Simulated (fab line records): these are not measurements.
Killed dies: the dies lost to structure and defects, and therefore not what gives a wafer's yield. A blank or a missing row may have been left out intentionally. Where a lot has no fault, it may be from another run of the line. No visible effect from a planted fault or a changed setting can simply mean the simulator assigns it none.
fab line records	flow ritCmos
[record] lots = 7	wafers = 21	lastDay = 8
route steps=202 shown SDANNEAL@155 PSD@157 NSD@158 PLDD@159 NLDD@160 SILICIDE@161 CONTACT@168 M1@202
lots with no fault: from the same line, run without faults
startH: hours from the record's first day to the start of the lot's first wafer shown	waitH: how many hours have passed since the lot's step before this one	" repeats the value in the row above	L1.1+2: a single row standing in for several wafers	- no value, or no start given	* or withheld: withheld	< > ~ a bound
route shown NAME@n: NAME is a module with steps in the file, n the number in the route of the first one	usual: average and standard deviation across the fault-free wafers	same: alike in all rows	chamber/n: place in a boat	sites: readings site by site	_std_site: the standard deviation of these	_edge_site: inner sites' mean taken away from outer sites' mean	radiusMm: how far each site lies from the wafer's centre	mask NAME#n: copy n	behind: tool/chamber where the wafer was last shaped	hold: what put the lot on hold/how long, in hours/how the hold closed	device: names the non-switching transistor (n, p or np)	end of line: at the end of the route, the tests of the same wafers	a step with no rows: only its recipe	killed: count of dies lost to structure and defects at first sort (not the wafer's yield)	map: the dies of a wafer, with x for killed, . for not killed, _ for no die there
set.NAME: the run value of the setting; set.NAME@STEP: its run value at that earlier step	model.NAME: the simulator's own value behind a step, which no gauge read
lots at selected steps of the route; one table per step, one row per wafer
services: from which hour (startH, from the record's first day; less than 0 if before it) a tool's chamber was out of use, for how many hours, and why
[[steps]]
[step RIT_SDANNEAL_CLEAN_02]
[recipe] chemistry = SC2	mix = 3:3:50	timeS = 600	tempC = 75	dry = n2Spin
[step RIT_SDANNEAL_RTA_03]
[recipe] tempC = 1050	timeS = 5	idleTempC = 600	rampUpCPerS = 342	rampDownCPerS = 171	coolToC = 600	ambient = N2
[usual] wafer_temp_C_max = 1053.4/1.3
lot.wafer	tool	chamber	startH	waitH	wafer_temp_C_max
L780.1	rtpAnneal-01	0	76.99	0.0	1054.1
L780.3	"	0	"	"	1052.4
L780.4	"	0	"	"	1056.0
L785.2	rtpAnneal-02	0	104.79	0.0	1053.1
L785.3	"	0	"	"	1054.0
L785.4	"	0	"	"	1052.5
L791.1	rtpAnneal-02	0	136.82	0.0	1053.4
L791.2	"	0	"	"	1053.0
L791.5	"	0	"	"	1052.1
L792.1	rtpAnneal-01	0	142.87	0.0	1053.3
L792.4	"	0	"	"	1053.8
L792.5	"	0	"	"	1051.1
L793.2	rtpAnneal-02	0	143.10	0.0	1051.8
L793.3	"	0	"	"	1051.6
L793.6	"	0	"	"	1051.9
L794.1	rtpAnneal-01	0	154.91	0.0	1052.9
L794.4	"	0	"	"	1053.6
L794.5	"	0	"	"	1052.0
L800.1	rtpAnneal-01	0	189.37	0.0	1054.3
L800.4	"	0	"	"	1052.9
L800.6	"	0	"	"	1052.3
[step RIT_SDANNEAL_RS_MEAS_04]
[recipe] thkMeasGauge = four-point-probe
[usual] PSD_RS = 115.9/0.31
lot.wafer	tool	chamber	startH	waitH	PSD_RS[ohm/sq]
L780.1	filmMetro-01	-	77.05	0.0	116.4
L780.3	"	-	"	"	116.1
L780.4	"	-	"	"	116.2
L785.2	filmMetro-02	-	104.85	0.1	115.4
L785.3	"	-	"	"	115.9
L785.4	"	-	"	"	115.6
L791.1	filmMetro-03	-	136.87	0.0	115.7
L791.2	"	-	"	"	115.9
L791.5	"	-	"	"	115.7
L792.1	filmMetro-03	-	142.93	0.0	115.9
L792.4	"	-	"	"	116.1
L792.5	"	-	"	"	116.4
L793.2	filmMetro-02	-	143.17	0.1	116.0
L793.3	"	-	"	"	116.0
L793.6	"	-	"	"	115.8
L794.1	filmMetro-03	-	154.96	0.0	115.7
L794.4	"	-	"	"	116.0
L794.5	"	-	"	"	115.6
L800.1	filmMetro-02	-	189.43	0.0	115.4
L800.4	"	-	"	"	115.4
L800.6	"	-	"	"	115.3
[step RIT_SDANNEAL_RS_MEAS_05]
[recipe] thkMeasGauge = four-point-probe
[usual] NSD_RS = 84.61/0.26
lot.wafer	tool	chamber	startH	waitH	NSD_RS[ohm/sq]
L780.1	filmMetro-01	-	77.17	0.1	85.16
L780.3	"	-	"	"	84.80
L780.4	"	-	"	"	84.79
L785.2	filmMetro-02	-	104.97	0.1	84.71
L785.3	"	-	"	"	84.55
L785.4	"	-	"	"	84.49
L791.1	filmMetro-03	-	136.99	0.1	84.31
L791.2	"	-	"	"	84.26
L791.5	"	-	"	"	84.31
L792.1	filmMetro-03	-	143.05	0.1	84.47
L792.4	"	-	"	"	84.83
L792.5	"	-	"	"	84.71
L793.2	filmMetro-02	-	143.29	0.1	84.98
L793.3	"	-	"	"	84.80
L793.6	"	-	"	"	84.71
L794.1	filmMetro-03	-	155.08	0.1	84.36
L794.4	"	-	"	"	84.41
L794.5	"	-	"	"	84.26
L800.1	filmMetro-02	-	189.55	0.1	84.62
L800.4	"	-	"	"	84.79
L800.6	"	-	"	"	84.76
[step RIT_SDANNEAL_RS_MEAS_06]
[recipe] thkMeasGauge = four-point-probe
[usual] PLDD_RS = 178.7/0.52
lot.wafer	tool	chamber	startH	waitH	PLDD_RS[ohm/sq]
L780.1	filmMetro-01	-	77.29	0.1	179.8
L780.3	"	-	"	"	178.9
L780.4	"	-	"	"	179.2
L785.2	filmMetro-02	-	105.09	0.1	178.3
L785.3	"	-	"	"	178.2
L785.4	"	-	"	"	178.4
L791.1	filmMetro-03	-	137.11	0.1	178.5
L791.2	"	-	"	"	178.9
L791.5	"	-	"	"	178.4
L792.1	filmMetro-03	-	143.17	0.1	178.2
L792.4	"	-	"	"	178.1
L792.5	"	-	"	"	178.8
L793.2	filmMetro-02	-	143.41	0.1	179.0
L793.3	"	-	"	"	179.4
L793.6	"	-	"	"	179.2
L794.1	filmMetro-03	-	155.20	0.1	179.3
L794.4	"	-	"	"	179.3
L794.5	"	-	"	"	178.9
L800.1	filmMetro-02	-	189.67	0.1	178.3
L800.4	"	-	"	"	178.0
L800.6	"	-	"	"	178.1
[step RIT_SDANNEAL_RS_MEAS_07]
[recipe] thkMeasGauge = four-point-probe
[usual] NLDD_RS = 151.8/0.59
lot.wafer	tool	chamber	startH	waitH	NLDD_RS[ohm/sq]
L780.1	filmMetro-01	-	77.41	0.1	151.6
L780.3	"	-	"	"	151.5
L780.4	"	-	"	"	151.3
L785.2	filmMetro-02	-	105.21	0.1	153.3
L785.3	"	-	"	"	153.1
L785.4	"	-	"	"	153.2
L791.1	filmMetro-03	-	137.23	0.1	151.6
L791.2	"	-	"	"	151.2
L791.5	"	-	"	"	151.1
L792.1	filmMetro-03	-	143.29	0.1	151.6
L792.4	"	-	"	"	151.8
L792.5	"	-	"	"	151.9
L793.2	filmMetro-02	-	143.53	0.1	151.9
L793.3	"	-	"	"	151.7
L793.6	"	-	"	"	151.8
L794.1	filmMetro-03	-	155.32	0.1	151.2
L794.4	"	-	"	"	151.8
L794.5	"	-	"	"	151.2
L800.1	filmMetro-02	-	189.79	0.1	152.3
L800.4	"	-	"	"	151.7
L800.6	"	-	"	"	151.9
[step RIT_SILICIDE_WET_ETCH_00]
[recipe] chemistry = BOE	target = SiO2	targetDepthNm = 14	timeS = 15	dry = n2Spin	dilution = 10:1	tempC = 21.5
[step RIT_SILICIDE_SPUTTER_01]
[recipe] material = Ti	targetThkNm = 30	powerW = 350	chamberPressurePa = 0.667	gas = Ar	timeS = 240	substrateTempC = 25
[usual] throttleValvePct = 30.2/0.82
lot.wafer	tool	chamber	startH	waitH	throttleValvePct
L780.1	pvdSputter-02	-	77.54	0.0	30.2
L780.3	"	-	"	"	28.9
L780.4	"	-	"	"	30.5
L785.2	pvdSputter-03	-	105.33	0.0	28.8
L785.3	"	-	"	"	30.3
L785.4	"	-	"	"	29.6
L791.1	pvdSputter-04	-	137.37	0.0	29.6
L791.2	"	-	"	"	29.7
L791.5	"	-	"	"	31.7
L792.1	pvdSputter-02	-	143.42	0.0	30.4
L792.4	"	-	"	"	30.3
L792.5	"	-	"	"	30.4
L793.2	pvdSputter-04	-	143.64	0.0	31.9
L793.3	"	-	"	"	30.8
L793.6	"	-	"	"	29.9
L794.1	pvdSputter-02	-	155.46	0.0	30.6
L794.4	"	-	"	"	29.9
L794.5	"	-	"	"	30.4
L800.1	pvdSputter-02	-	189.93	0.0	28.7
L800.4	"	-	"	"	29.8
L800.6	"	-	"	"	29.9
[step RIT_SILICIDE_RS_MEAS_02]
[recipe] thkMeasGauge = four-point-probe	reads = Ti_of_SILICIDE_SPUTTER_01
[usual] SILICIDE_TI_RS = 48.1/0.47
lot.wafer	tool	chamber	startH	waitH	SILICIDE_TI_RS[ohm/sq]
L780.1	filmMetro-04	-	77.69	0.1	48.1
L780.3	"	-	"	"	47.9
L780.4	"	-	"	"	47.9
L785.2	filmMetro-04	-	105.50	0.1	48.7
L785.3	"	-	"	"	48.6
L785.4	"	-	"	"	48.0
L791.1	filmMetro-04	-	137.52	0.1	47.5
L791.2	"	-	"	"	48.2
L791.5	"	-	"	"	48.1
L792.1	filmMetro-01	-	143.57	0.1	48.8
L792.4	"	-	"	"	49.1
L792.5	"	-	"	"	49.0
L793.2	filmMetro-04	-	143.81	0.1	48.2
L793.3	"	-	"	"	47.7
L793.6	"	-	"	"	48.4
L794.1	filmMetro-04	-	155.61	0.1	48.7
L794.4	"	-	"	"	48.1
L794.5	"	-	"	"	48.7
L800.1	filmMetro-03	-	190.08	0.1	47.9
L800.4	"	-	"	"	48.2
L800.6	"	-	"	"	48.2
[step RIT_SILICIDE_THK_MEAS_03]
[recipe] thkMeasGauge = xrf	reads = Ti_of_SILICIDE_SPUTTER_01
[usual] SILICIDE_TI_THK = 29.42/0.28
lot.wafer	tool	chamber	startH	waitH	SILICIDE_TI_THK[nm]
L780.1	filmMetro-04	-	77.81	0.1	29.54
L780.3	"	-	"	"	29.75
L780.4	"	-	"	"	29.47
L785.2	filmMetro-04	-	105.61	0.1	29.12
L785.3	"	-	"	"	29.27
L785.4	"	-	"	"	29.50
L791.1	filmMetro-04	-	137.64	0.1	29.88
L791.2	"	-	"	"	29.40
L791.5	"	-	"	"	29.49
L792.1	filmMetro-01	-	143.69	0.1	29.22
L792.4	"	-	"	"	29.28
L792.5	"	-	"	"	29.17
L793.2	filmMetro-04	-	143.92	0.1	29.39
L793.3	"	-	"	"	29.66
L793.6	"	-	"	"	29.29
L794.1	filmMetro-04	-	155.73	0.1	28.90
L794.4	"	-	"	"	29.17
L794.5	"	-	"	"	28.94
L800.1	filmMetro-03	-	190.20	0.1	29.54
L800.4	"	-	"	"	29.31
L800.6	"	-	"	"	29.22
[step RIT_SILICIDE_RTA_04]
[recipe] tempC = 650	timeS = 10	idleTempC = 25	rampUpS = 5	rampDownS = 5	coolToC = 25	ambient = N2
[usual] wafer_temp_C_max = 653.0/0.73
lot.wafer	tool	chamber	startH	waitH	wafer_temp_C_max
L780.1	rtpAnneal-02	0	77.87	0.1	652.3
L780.3	"	0	"	"	651.8
L780.4	"	0	"	"	653.1
L785.2	rtpAnneal-01	0	105.68	0.1	652.7
L785.3	"	0	"	"	652.9
L785.4	"	0	"	"	652.5
L791.1	rtpAnneal-01	0	137.70	0.1	652.0
L791.2	"	0	"	"	652.6
L791.5	"	0	"	"	653.9
L792.1	rtpAnneal-01	0	143.75	0.1	652.3
L792.4	"	0	"	"	655.8
L792.5	"	0	"	"	653.9
L793.2	rtpAnneal-01	0	143.98	0.1	653.7
L793.3	"	0	"	"	653.3
L793.6	"	0	"	"	653.2
L794.1	rtpAnneal-02	0	155.79	0.1	653.0
L794.4	"	0	"	"	653.2
L794.5	"	0	"	"	652.9
L800.1	rtpAnneal-02	0	190.26	0.1	652.3
L800.4	"	0	"	"	652.1
L800.6	"	0	"	"	651.9
[step RIT_SILICIDE_WET_ETCH_05]
[recipe] chemistry = SPM	target = Ti	tempC = 90	timeS = 120	dry = n2Spin
[step RIT_SILICIDE_RTA_06]
[recipe] tempC = 750	timeS = 10	idleTempC = 25	rampUpS = 5	rampDownS = 10	coolToC = 25	ambient = N2
[usual] wafer_temp_C_max = 753.0/0.69
lot.wafer	tool	chamber	startH	waitH	wafer_temp_C_max
L780.1	rtpAnneal-01	0	77.99	0.0	752.9
L780.3	"	0	"	"	752.8
L780.4	"	0	"	"	752.7
L785.2	rtpAnneal-02	0	105.84	0.0	753.0
L785.3	"	0	"	"	752.9
L785.4	"	0	"	"	752.9
L791.1	rtpAnneal-02	0	137.81	0.0	758.5
L791.2	"	0	"	"	759.4
L791.5	"	0	"	"	759.0
L792.1	rtpAnneal-02	0	143.87	0.0	758.8
L792.4	"	0	"	"	759.0
L792.5	"	0	"	"	757.7
L793.2	rtpAnneal-02	0	144.10	0.0	758.5
L793.3	"	0	"	"	758.3
L793.6	"	0	"	"	759.1
L794.1	rtpAnneal-01	0	155.89	0.0	753.8
L794.4	"	0	"	"	753.7
L794.5	"	0	"	"	753.0
L800.1	rtpAnneal-01	0	190.41	0.0	753.1
L800.4	"	0	"	"	753.9
L800.6	"	0	"	"	753.8
[step RIT_CONTACT_CVD_00]
[recipe] material = SiO2	targetThkNm = 400	precursor = TEOS	tempC = 390	timeS = 58.06	rfW = 400
[usual] heaterPowerW = 353/57
lot.wafer	tool	chamber	startH	waitH	heaterPowerW
L780.1	pecvd-01	1	78.05	0.1	362
L780.3	"	0	"	"	317
L780.4	"	2	"	"	365
L785.2	pecvd-02	0	105.90	0.0	369
L785.3	"	1	"	"	385
L785.4	"	0	"	"	367
L791.1	pecvd-02	2	137.88	0.1	347
L791.2	"	1	"	"	404
L791.5	"	0	"	"	368
L792.1	pecvd-01	0	143.93	0.1	269
L792.4	"	0	"	"	276
L792.5	"	1	"	"	380
L793.2	pecvd-04	0	144.15	0.0	359
L793.3	"	2	"	"	297
L793.6	"	0	"	"	369
L794.1	pecvd-02	0	155.96	0.1	332
L794.4	"	0	"	"	346
L794.5	"	1	"	"	370
L800.1	pecvd-02	0	190.47	0.1	373
L800.4	"	0	"	"	375
L800.6	"	2	"	"	341
[step RIT_M1_PROBE_99]
[usual] killedAtContacts = 0.0/0.16	killedAtFrontEnd = 7/3.1	killedDies = 7/3.1	killedOpen = 3.6/2.2	killedShort = 3.4/2.1
[same] grossDies = 264	killed_at_M0_to_M3 = 0	killed_at_M4_up = 0	killedAtBackSide = 0	killedAtOther = 0
lot.wafer	tool	chamber	startH	waitH	killedAtContacts	killedAtFrontEnd	killedDies	killedOpen	killedShort
L780.1	prober-02	-	84.32	0.1	0	5	5	2	3
L780.3	prober-02	-	84.42	0.2	0	4	4	2	2
L780.4	prober-02	-	84.47	0.2	0	8	8	5	3
L785.2	prober-01	-	112.56	0.1	0	7	7	3	4
L785.3	prober-01	-	112.61	0.2	0	14	14	7	7
L785.4	prober-01	-	112.66	0.2	0	10	10	5	5
L791.1	prober-01	-	144.60	0.1	0	5	5	2	3
L791.2	prober-01	-	144.65	0.1	0	7	7	2	5
L791.5	prober-01	-	144.80	0.2	0	13	13	9	4
L792.1	prober-02	-	150.32	0.1	0	4	4	3	1
L792.4	prober-02	-	150.47	0.2	0	6	6	5	1
L792.5	prober-02	-	150.52	0.2	0	6	6	2	4
L793.2	prober-01	-	151.87	0.1	0	8	8	5	3
L793.3	prober-01	-	151.92	0.2	0	9	9	3	6
L793.6	prober-01	-	152.07	0.2	0	4	4	2	2
L794.1	prober-02	-	162.24	0.1	1	3	4	1	3
L794.4	prober-02	-	162.39	0.2	0	11	11	5	5
L794.5	prober-02	-	162.44	0.2	1	13	14	12	1
L800.1	prober-01	-	197.28	0.1	0	7	7	6	1
L800.4	prober-01	-	197.43	0.2	0	9	9	4	5
L800.6	prober-01	-	197.53	0.2	0	8	8	3	5
// killed by level:class
L780.1 SPACER:geometricParticle:short=2 FOX1:geometricParticle:short=1 REOX:geometricParticle:open=1 SPACER:geometricParticle:open=1
L780.3 FOX1:geometricParticle:open=2 SILICIDE:geometricParticle:short=2
L780.4 REOX:geometricParticle:open=2 FOX1:geometricParticle:open=1 FOX2:geometricParticle:short=1 GATE:geometricParticle:open=1 GATE:geometricParticle:short=1 SPACER:geometricParticle:open=1 SPACER:geometricParticle:short=1
L785.2 GATE:geometricParticle:short=2 ACTIVE:geometricParticle:short=1 FOX1:geometricParticle:open=1 GATE:geometricParticle:open=1 REOX:geometricParticle:open=1 SILICIDE:geometricParticle:short=1
L785.3 GATE:geometricParticle:open=4 GATE:geometricParticle:short=3 FOX1:geometricParticle:short=2 FOX1:geometricParticle:open=1 FOX2:geometricParticle:short=1 REOX:geometricParticle:short=1 SPACER:geometricParticle:open=1 SILICIDE:geometricParticle:open=1
L785.4 GATE:geometricParticle:short=3 GATE:geometricParticle:open=2 FOX1:geometricParticle:open=1 REOX:geometricParticle:short=1 SPACER:geometricParticle:open=1 SILICIDE:geometricParticle:open=1 SILICIDE:geometricParticle:short=1
L791.1 FOX1:geometricParticle:short=2 FOX2:geometricParticle:open=1 FOX2:geometricParticle:short=1 GATE:geometricParticle:open=1
L791.2 GATE:geometricParticle:short=2 FOX1:geometricParticle:short=1 REOX:geometricParticle:open=1 SPACER:geometricParticle:short=1 SILICIDE:geometricParticle:open=1 SILICIDE:geometricParticle:short=1
L791.5 GATE:geometricParticle:open=5 SPACER:geometricParticle:open=3 FOX1:geometricParticle:short=1 GATE:geometricParticle:short=1 REOX:geometricParticle:short=1 SPACER:geometricParticle:short=1 SILICIDE:geometricParticle:open=1
L792.1 FOX1:geometricParticle:open=2 GATE:geometricParticle:short=1 GATE:geometricParticle:open=1
L792.4 GATE:geometricParticle:open=3 FOX1:geometricParticle:open=1 REOX:geometricParticle:open=1 SILICIDE:geometricParticle:short=1
L792.5 FOX1:geometricParticle:short=3 FOX1:geometricParticle:open=1 FOX2:geometricParticle:short=1 SPACER:geometricParticle:open=1
L793.2 FOX1:geometricParticle:open=3 GATE:geometricParticle:short=2 FOX2:geometricParticle:short=1 GATE:geometricParticle:open=1 SPACER:geometricParticle:open=1
L793.3 SPACER:geometricParticle:short=3 SILICIDE:geometricParticle:open=2 FOX1:geometricParticle:open=1 FOX1:geometricParticle:short=1 REOX:geometricParticle:short=1 SILICIDE:geometricParticle:short=1
L793.6 GATE:geometricParticle:short=1 GATE:geometricParticle:open=1 SILICIDE:geometricParticle:short=1 SILICIDE:geometricParticle:open=1
L794.1 GATE:geometricParticle:short=1 SPACER:geometricParticle:open=1 SPACER:geometricParticle:short=1 CONTACT:geometricParticle:short=1
L794.4 FOX1:geometricParticle:short=3 GATE:geometricParticle:open=2 SILICIDE:geometricParticle:open=2 GATE:geometricParticle:short=1 SPACER:geometricParticle:open=1 SILICIDE:geometricParticle:short=1 NLDD:coatMicrobubblePrinted=1
L794.5 GATE:geometricParticle:open=7 SILICIDE:geometricParticle:open=2 FOX2:geometricParticle:open=1 GATE:geometricParticle:short=1 SPACER:geometricParticle:open=1 CONTACT:geometricParticle:open=1 NLDD:coatMicrobubblePrinted=1
L800.1 GATE:geometricParticle:open=4 REOX:geometricParticle:open=1 SPACER:geometricParticle:open=1 SPACER:geometricParticle:short=1
L800.4 FOX1:geometricParticle:open=3 FOX1:geometricParticle:short=2 REOX:geometricParticle:short=2 GATE:geometricParticle:short=1 GATE:geometricParticle:open=1
L800.6 FOX1:geometricParticle:open=2 GATE:geometricParticle:short=2 REOX:geometricParticle:short=2 GATE:geometricParticle:open=1 SPACER:geometricParticle:short=1
[[services]]
tool	chamber	startH	hours	kind
pecvd-04	2	53.09	3.5	repair
pecvd-02	-	72.32	6.0	pm
pvdSputter-03	-	102.73	1.9	repair
pvdSputter-02	-	119.12	4.2	repair
pecvd-01	-	160.07	14.6	pm
pvdSputter-04	-	163.92	3.6	repair
[[key]]
[firstSign] step = RIT_SILICIDE_RTA_06	reading = wafer_temp_C_max	direction = up	sigmas = 8.3	usual = *	struck = *
effect none on later readings
metAt RIT_SILICIDE_RTA_06
struckWafers L791.1,L791.2,L791.5,L792.1,L792.4,L792.5,L793.2,L793.3,L793.6
testerLeftOut L791,L792,L793
onsetBetween 105.84 137.81
[fault] kind = processParameterDrift	tool = rtpAnneal-02	chamber = -	onsetH = 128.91	steps = RIT_SILICIDE_RTA_06	channel = tempC	offset = *	shape = step	endH = 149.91	actsIn = *	stated = *
// testerLeftOut: of these lots the tester's yield and bins aren't shown, on N5 and GAA mostly nor the transistor test; their killed dies are dies lost to structure and defects alone, not to doping, threshold or leakage, so they don't give the yield
